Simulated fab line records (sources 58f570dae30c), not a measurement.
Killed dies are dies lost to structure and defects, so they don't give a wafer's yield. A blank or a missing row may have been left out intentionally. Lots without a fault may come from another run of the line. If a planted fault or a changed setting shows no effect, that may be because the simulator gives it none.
Which of the tools did it?	flow berkeley_cmos170	14 lots, 42 wafers sampled, at 5 steps of a route of 331

## WHAT EACH GAUGE READ, for each wafer
UCB170_GATE_CD_MEAS_90 targets a cd of 350 nm. Usual: cd_nm 350.5 nm, standard deviation 1.5.
lot	measured	on	cd_nm (nm)	flag
L956	day 5 22:26	cd_sem-02	350.6 351.3 351.3	
L957	day 5 22:13	cd_sem-02	349.9 349.0 351.8	
L958	day 6 18:38	cd_sem-01	349.8 350.1 349.0	
L959	day 7 04:59	cd_sem-01	349.6 348.1 349.8	
L961	day 7 05:01	cd_sem-02	351.8 348.9 350.6	
L965	day 8 11:09	cd_sem-01	- - -	OFF
L966	day 7 16:11	cd_sem-02	352.9 350.9 351.1	
L968	day 7 16:08	cd_sem-01	348.1 348.7 348.8	
L972	day 9 10:10	cd_sem-02	- - -	OFF
L975	day 9 23:22	cd_sem-02	352.6 351.1 352.7	
L976	day 9 23:40	cd_sem-02	352.1 352.5 351.8	
L977	day 10 10:20	cd_sem-01	350.1 350.7 348.4	
L978	day 10 09:45	cd_sem-01	349.5 348.8 350.7	
L979	day 10 10:05	cd_sem-01	350.1 347.4 351.3	

UCB170_PLDD_OVL_MEAS_07. Usual: PLDD_OVL gives -1 nm (standard deviation 5.6).
lot	measured	on	PLDD_OVL (nm)	flag
L956	day 5 23:50	overlay-02	-5 -3 2	
L957	day 5 23:37	overlay-02	-6 -6 2	
L958	day 6 19:53	overlay-01	-6 -8 0	
L959	day 7 06:52	overlay-02	6 7 3	
L961	day 7 06:35	overlay-01	7 2 9	
L966	day 7 18:43	overlay-01	1 4 1	
L968	day 7 17:49	overlay-02	-2 0 0	
L975	day 10 01:30	overlay-02	-1 6 0	
L976	day 10 01:47	overlay-02	-1 2 -1	
L977	day 10 12:05	overlay-02	-3 2 -9	
L978	day 10 11:35	overlay-02	10 2 4	
L979	day 10 11:51	overlay-02	-4 -7 -13	

## WHICH TOOL RAN EACH LOT (tool, then ch and the chambers of the sampled wafers, then the start)
lot	UCB170_ZERO_ETCH_06	UCB170_NWELL_STRIP_15	UCB170_GATE_ETCH_15
L956	rie_diel-04 ch 0,2,3, day 1 19:11	plasma_asher-01 ch 0,1, day 2 05:47	rie_si-02 ch 0,1,3, day 5 22:18
L957	rie_diel-04 ch 0,3, day 2 00:41	plasma_asher-01 ch 0,1, day 2 09:26	rie_si-01 ch 0,1,3, day 5 22:01
L958	rie_diel-04 ch 1,3, day 2 05:47	plasma_asher-03 ch 0,1, day 2 19:43	rie_si-01 ch 0,1,3, day 6 18:28
L959	rie_diel-04 ch 1,2,3, day 2 12:28	plasma_asher-01 ch 0,1, day 3 05:14	rie_si-01 ch 0,1, day 7 04:43
L961	rie_diel-04 ch 0,1,3, day 2 23:22	plasma_asher-02 ch 0,1, day 3 22:56	rie_si-01 ch 1,2,3, day 7 04:52
L965	rie_diel-03 ch 1,3, day 3 23:42	plasma_asher-02 ch 0,1, day 4 11:01	rie_si-01 ch 0,1, day 8 10:59
L966	rie_diel-01 ch 1,2, day 4 00:33	plasma_asher-01 ch 0,1, day 4 11:06	rie_si-02 ch 0,1,3, day 7 16:02
L968	rie_diel-03 ch 0,1,3, day 4 02:49	plasma_asher-03 ch 0,1, day 4 11:18	rie_si-01 ch 1,2,3, day 7 15:56
L972	rie_diel-04 ch 0,2,3, day 5 02:30	plasma_asher-03 ch 0,1, day 5 12:30	rie_si-02 ch 1,3, day 9 09:43
L975	rie_diel-03 ch 1,2,3, day 5 13:15	plasma_asher-03 ch 0,1, day 5 23:58	rie_si-02 ch 0,3, day 9 23:13
L976	rie_diel-03 ch 0,1,3, day 5 21:44	plasma_asher-03 ch 0,1, day 6 08:41	rie_si-02 ch 0,2,3, day 9 23:29
L977	rie_diel-04 ch 0,1,2, day 6 05:59	plasma_asher-03 ch 1, day 6 18:04	rie_si-01 ch 0,1, day 10 10:07
L978	rie_diel-04 ch 1,2, day 6 08:13	plasma_asher-02 ch 0,1, day 6 18:17	rie_si-01 ch 1,2,3, day 10 09:36
L979	rie_diel-03 ch 0,2,3, day 6 14:38	plasma_asher-01 ch 0,1, day 6 22:13	rie_si-02 ch 0,3, day 10 09:51
- UCB170_ZERO_ETCH_06: etches SiO2 in CHF3/CF4/Ar, time 12 s.
- UCB170_NWELL_STRIP_15: strips in O2.
- UCB170_GATE_ETCH_15: etches poly-Si in HBr/Cl2, stops on SiO2, time 56.3 s, target depth 278.2 nm.

## WHAT THE TOOLS THEMSELVES READ (means of the sampled wafers that have a number; where no wafer has one, the mark that the record gives instead)
UCB170_ZERO_ETCH_06. Usual: CHF3_flow_sccm 50.00 sccm, standard deviation 0.13; cf4_flow_sccm 10.00 sccm, standard deviation 0.032; drypump_motor_current_A 5.7 A, standard deviation 0.47; oes_product_au 0.617 a.u., standard deviation 0.0056; throttle_valve_pct 9.17 %, standard deviation 0.16.
lot	tool	CHF3_flow_sccm (sccm)	cf4_flow_sccm (sccm)	drypump_motor_current_A (A)	oes_product_au (a.u.)	throttle_valve_pct (%)	flag
L956	rie_diel-04	49.97	10.02	5.5	0.619	9.17	
L957	rie_diel-04	50.08	9.98	5.3	0.615	9.30	
L958	rie_diel-04	49.93	10.00	5.4	0.621	9.15	
L959	rie_diel-04	49.92	10.00	5.5	0.619	9.10	
L961	rie_diel-04	49.92	10.01	5.4	0.620	9.22	
L965	rie_diel-03	50.09	9.99	6.0	0.611	9.18	
L966	rie_diel-01	50.19	9.99	6.4	0.619	9.00	
L968	rie_diel-03	50.05	9.99	6.1	0.615	9.13	
L972	rie_diel-04	49.92	9.97	5.5	0.617	9.18	
L975	rie_diel-03	50.02	10.01	6.1	0.616	9.29	
L976	rie_diel-03	49.91	10.02	6.2	0.613	9.13	
L977	rie_diel-04	50.03	9.98	5.6	0.613	9.20	
L978	rie_diel-04	50.00	9.99	5.8	0.617	9.07	
L979	rie_diel-03	49.98	10.01	6.2	0.613	9.24	

UCB170_NWELL_STRIP_15. Usual: drypump_motor_current_A 5.6 A, standard deviation 0.32; oes_product_au 0.721 a.u., standard deviation 0.0043; strip_time_to_endpoint_s 18.01 s, standard deviation 0.088.
lot	tool	drypump_motor_current_A (A)	oes_product_au (a.u.)	strip_time_to_endpoint_s (s)	flag
L956	plasma_asher-01	5.7	0.723	17.99	
L957	plasma_asher-01	5.7	0.723	17.97	
L958	plasma_asher-03	5.8	0.720	17.98	
L959	plasma_asher-01	5.7	0.723	17.88	
L961	plasma_asher-02	5.2	0.721	18.06	
L965	plasma_asher-02	5.3	0.719	17.98	
L966	plasma_asher-01	5.8	0.721	17.99	
L968	plasma_asher-03	6.0	0.724	18.03	
L972	plasma_asher-03	6.0	0.720	17.93	
L975	plasma_asher-03	5.8	0.718	18.01	
L976	plasma_asher-03	6.0	0.722	18.17	
L977	plasma_asher-03	5.7	0.724	18.14	
L978	plasma_asher-02	5.2	0.722	18.17	
L979	plasma_asher-01	5.8	0.720	18.02	

UCB170_GATE_ETCH_15. Usual: HBr_flow_sccm 150.0 sccm, standard deviation 0.44; bias_w 150.0 W, standard deviation 0.42; drypump_motor_current_A 5.58 A, standard deviation 0.26; oes_product_au 0.835 a.u., standard deviation 0.017; throttle_valve_pct 26.32 %, standard deviation 0.22.
lot	tool	HBr_flow_sccm (sccm)	bias_w (W)	drypump_motor_current_A (A)	oes_product_au (a.u.)	throttle_valve_pct (%)	flag
L956	rie_si-02	150.1	150.3	5.60	0.841	26.46	
L957	rie_si-01	150.2	149.7	5.56	0.837	26.29	
L958	rie_si-01	150.5	150.2	5.54	0.844	26.30	
L959	rie_si-01	149.6	149.9	5.45	0.833	26.29	
L961	rie_si-01	150.5	150.2	5.74	0.831	26.33	
L965	rie_si-01	-	-	-	-	-	OFF
L966	rie_si-02	149.9	150.1	5.61	0.843	26.48	
L968	rie_si-01	150.1	150.1	5.73	0.811	26.35	
L972	rie_si-02	-	-	-	-	-	OFF
L975	rie_si-02	150.3	150.2	5.39	0.836	26.47	
L976	rie_si-02	149.9	150.3	5.46	0.839	26.38	
L977	rie_si-01	150.1	149.8	5.44	0.829	26.29	
L978	rie_si-01	149.7	150.2	5.73	0.820	26.34	
L979	rie_si-02	149.8	149.6	5.40	0.836	26.43	

## THE ANSWER, worked out from the rows above alone
Rule: take the mean of a lot's wafers that have a number; if it is more than 3 standard deviations from the usual mean, the lot is off. Also off: a lot with no number at a reading for which 4 or more lots have one. All remaining lots with rows at the step are treated as sound. After the gauges, taken in route order, come the tools' own readings; for these a lot's mean is taken, as printed above. At the first step where some lot is off, the reading lying furthest off is the one used; lots without a number count as furthest.
Off: L965, L972 (UCB170_GATE_CD_MEAS_90, cd_nm). Without a number there: L965, L972.
If a tool, at a process step before that reading, ran all the lots that are off and no sound lot after the first of them, it fits. Not tried: the gauges at UCB170_GATE_CD_MEAS_90; whatever is off there is also off at UCB170_GATE_ETCH_15, on other tools, and gauge error can't account for it. None of those tried fits.

## WHAT THE SIMULATOR PUT IN
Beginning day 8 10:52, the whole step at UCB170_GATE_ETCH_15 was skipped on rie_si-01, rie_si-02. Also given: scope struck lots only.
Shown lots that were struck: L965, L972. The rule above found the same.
